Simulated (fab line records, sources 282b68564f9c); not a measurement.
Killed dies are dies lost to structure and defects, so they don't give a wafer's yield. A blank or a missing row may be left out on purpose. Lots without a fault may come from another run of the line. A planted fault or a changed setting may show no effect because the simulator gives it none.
A struck lot beside a sound one | flow rit_cmos | 18 steps out of a route of 202
Sound: wafers L403.2, L403.4, L403.5. Struck: wafers L418.1, L418.4, L418.6. The cause comes at the end.
At each step with rows: each side's tool, then ch and its chambers, then its first start. Under that, the readings that differ: sound wafers | struck wafers | difference of the means | sigmas: that difference in standard deviations of wafers without a fault.
alike: readings whose means differ by less than 2 such deviations, and words and numbers that are the same on both sides. not compared: withheld readings, readings that some wafer has no value for, bounds like >300 that may hide the same value, and numbers for which the record gives no deviation and whose values overlap.
The two part at a step that has a row with sigmas, a row that says differs or no value, or rows on one side only. Numbers that don't overlap but have no deviation are shown without sigmas and don't part them. A reading that every wafer of one side lacks parts them only if that side has two wafers or more.

first, 3 steps without rows for these wafers: RIT_GATE_CLEAN_02 (cleans in dHF, time 30 s); RIT_GATE_CLEAN_03 (cleans in SC2, time 600 s); RIT_GATE_CLEAN_04 (cleans in dHF, time 60 s).
RIT_FOX2_THK_MEAS_91:
  sound on film_metro-01, day 2 20:05; struck on film_metro-03, day 6 05:44
  alike: FIELD_OXIDE_LEFT_2_THK
then, 2 steps without rows for these wafers: RIT_GATE_OXIDATION_05 (target thk 3 nm, ox time 270 s); RIT_GATE_ANNEAL_06 (time 600 s).
RIT_GATE_THK_MEAS_07:
  sound on film_metro-04, day 2 23:41; struck on film_metro-03, day 6 17:41
  alike: GATE_OXIDE_THK
then, 1 step without rows for these wafers: RIT_GATE_CVD_08 (deposits poly-Si from SiH4, target thk 250 nm, time 2220 s).
RIT_GATE_THK_MEAS_09:
  sound on film_metro-04, day 3 01:22; struck on film_metro-03, day 6 19:22
  alike: GATE_POLY_THK
then, 3 steps without rows for these wafers: RIT_GATE_HMDS_10 (prime time 60 s); RIT_GATE_COAT_11 (resist thk 850 nm); RIT_GATE_SOFTBAKE_12 (time 60 s).
RIT_GATE_EXPOSE_13: exposes mask M6, target cd 150 nm.
  sound on iline_stepper-01 ch 0, day 3 01:53; struck on iline_stepper-01 ch 0, day 6 20:14
  reading                      | sound                   | struck               | difference | sigmas
  model.GATE.overlay_x_nm (nm) | -0.6364 -0.6364 -0.6364 | -150.1 -150.1 -150.1 | -149.5     |
  alike: mask, exposure_dose_mJ_cm2
then, 2 steps without rows for these wafers: RIT_GATE_PEB_14; RIT_GATE_DEVELOP_15 (develop time 50 s).
RIT_GATE_CD_MEAS_16: target cd 150 nm.
  sound on cd_sem-01, day 3 02:17; struck on cd_sem-01, day 6 20:38
  alike: cd_nm
RIT_GATE_OVL_MEAS_17:
  sound on overlay-02, day 3 02:23; struck on overlay-01, day 6 20:58
  reading       | sound          | struck               | difference | sigmas
  GATE_OVL (nm) | -1.9 -1.0 -1.2 | -151.7 -151.9 -150.4 | -150.0     | -99 or more
  not compared: hold
RIT_M1_PROBE_99:
  the record has rows for the sound wafers here (prober-01, day 3 23:34) and none for the struck ones

WHERE THEY PART
First at RIT_GATE_OVL_MEAS_17; last, within this record, at RIT_M1_PROBE_99.

WHY: what the simulator had put in
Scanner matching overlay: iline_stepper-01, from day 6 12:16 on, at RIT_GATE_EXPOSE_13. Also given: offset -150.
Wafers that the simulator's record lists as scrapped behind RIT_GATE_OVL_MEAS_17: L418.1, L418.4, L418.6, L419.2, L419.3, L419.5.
